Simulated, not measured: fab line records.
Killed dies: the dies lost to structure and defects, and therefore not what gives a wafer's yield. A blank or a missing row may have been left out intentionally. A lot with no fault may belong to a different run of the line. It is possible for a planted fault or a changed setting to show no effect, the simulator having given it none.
Struck lot and sound lot, side by side :: flow rit cmos :: 21 out of 202 route steps
Sound: these wafers, L962.2, L962.4, L962.6. Wafers L969.1, L969.2, L969.6 were the ones struck. The cause is given at the end.
Order at every step that has rows: each side's tool, ch and its chambers, its first start. Under that, the readings that differ: sound wafers :: struck wafers :: difference of the means :: sigmas: that difference in standard deviations of wafers without a fault.
alike: readings whose means differ by less than 2 such deviations, and words and numbers that are the same on both sides. not compared: withheld readings, readings that some wafer has no value for, bounds like >300 that may hide the same value, and numbers for which the record gives no deviation and whose values overlap.
A row with sigmas, a row that says differs or no value, or rows on one side alone: a step with any of these is where the two part. Numbers that have no deviation but don't overlap get no sigmas and don't part them. A reading missing from all wafers of one side parts the sides only when that side holds two or more wafers.

first, 3 steps without rows for these wafers: RIT_GATE_CLEAN_02 (cleans in dHF, time 30 s); RIT_GATE_CLEAN_03 (cleans in SC2, time 600 s); RIT_GATE_CLEAN_04 (cleans in dHF, time 61.06 s).
RIT_FOX2_THK_MEAS_91:
  struck on film metro-03, day 5 14:11; sound on film metro-04, day 4 03:44
  alike: FIELD_OXIDE_LEFT_2_THK
then, 2 steps without rows for these wafers: RIT_GATE_OXIDATION_05 (target thk 3 nm, ox time 270 s); RIT_GATE_ANNEAL_06 (time 600 s).
RIT_GATE_THK_MEAS_07:
  struck on film metro-03, day 5 15:42; sound on film metro-02, day 4 06:44
  alike: GATE_OXIDE_THK
then, 1 step without rows for these wafers: RIT_GATE_CVD_08 (deposits poly-Si from SiH4, target thk 250 nm, time 2220 s).
RIT_GATE_THK_MEAS_09:
  struck on film metro-03, day 5 17:22; sound on film metro-03, day 4 08:25
  alike: GATE_POLY_THK
then, 3 steps without rows for these wafers: RIT_GATE_HMDS_10 (prime time 60 s); RIT_GATE_COAT_11 (resist thk 850 nm); RIT_GATE_SOFTBAKE_12 (time 60 s).
RIT_GATE_EXPOSE_13: exposes mask M6, target cd 150 nm.
  sound on iline stepper-01 ch 0, day 4 09:04; struck on iline stepper-01 ch 0, day 5 18:02
reading: exposure dose mJ cm2
sound: 379.9 380.0 380.1
struck: 342.8 342.7 343.3
difference: -37.1
sigmas: -99 or more
  alike: mask, focus offset nm
then, 2 steps without rows for these wafers: RIT_GATE_PEB_14; RIT_GATE_DEVELOP_15 (develop time 50 s).
RIT_GATE_CD_MEAS_16: target cd 150 nm.
  struck on cd sem-02, day 5 18:53; sound on cd sem-02, day 4 09:34
reading: cd nm (nm)
sound: 154.6 152.6 153.1
struck: 198.1 199.2 199.1
difference: +45.4
sigmas: +18
  not compared: hold
RIT_GATE_OVL_MEAS_17:
  struck on overlay-01, day 6 00:23; sound on overlay-02, day 4 09:40
reading: hold
sound: - - -
struck: await dispo/5.3h/release await dispo/5.3h/release await dispo/5.3h/release
difference: no value on the sound wafers
sigmas: 
  alike: GATE_OVL
then, 1 step without rows for these wafers: RIT_GATE_HARDBAKE_18 (time 60 s).
RIT_GATE_ETCH_19: etches poly-Si in SF6/CHF3/O2, stops on SiO2, time 165 s, target depth 312.5 nm.
  sound on rie si-01 ch 0,2,3, day 4 09:55; struck on rie si-02 ch 1,2,3, day 6 00:35
reading: drypump motor current A (A)
sound: 5.1 5.7 5.1
struck: 6.4 6.5 6.9
difference: +1.3
sigmas: +2

reading: model.GATE.cd nm (nm)
sound: 154.2 152.6 153.2
struck: 198.3 199.1 199.1
difference: +45.5
sigmas: 
  alike: oes product au, throttle valve pct
  not compared: rf hours counter h
RIT_GATE_STRIP_20: strips in O2, time 180 s.
  sound on plasma asher-03 ch 0,1, day 4 10:02; struck on plasma asher-03 ch 0,1, day 6 00:41
  alike: drypump motor current A
  not compared: rf hours counter h
RIT_M1_PROBE_99:
  struck on prober-02, day 7 03:42; sound on prober-01, day 5 06:47
reading: hold
sound: - - -
struck: await dispo/3.5h/scrap await dispo/3.5h/scrap await dispo/3.5h/scrap
difference: no value on the sound wafers
sigmas: 

reading: killed at front end
sound: 9 6 11
struck: 264 264 264
difference: +255
sigmas: +91

reading: killed dies
sound: 9 6 11
struck: 264 264 264
difference: +255
sigmas: +91

reading: killed on rim
sound: 1 1 3
struck: 70 70 70
difference: +68
sigmas: +53

reading: killed open
sound: 5 4 8
struck: 2 1 2
difference: -4
sigmas: -2
  alike: killed short

== WHERE THEY PART ==
Last at RIT_M1_PROBE_99 as far as this record goes, first at RIT_GATE_EXPOSE_13.

WHY: the cause the simulator had injected
Drift in process parameters on iline stepper-01 at RIT_GATE_EXPOSE_13, starting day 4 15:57. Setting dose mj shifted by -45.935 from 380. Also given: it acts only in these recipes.
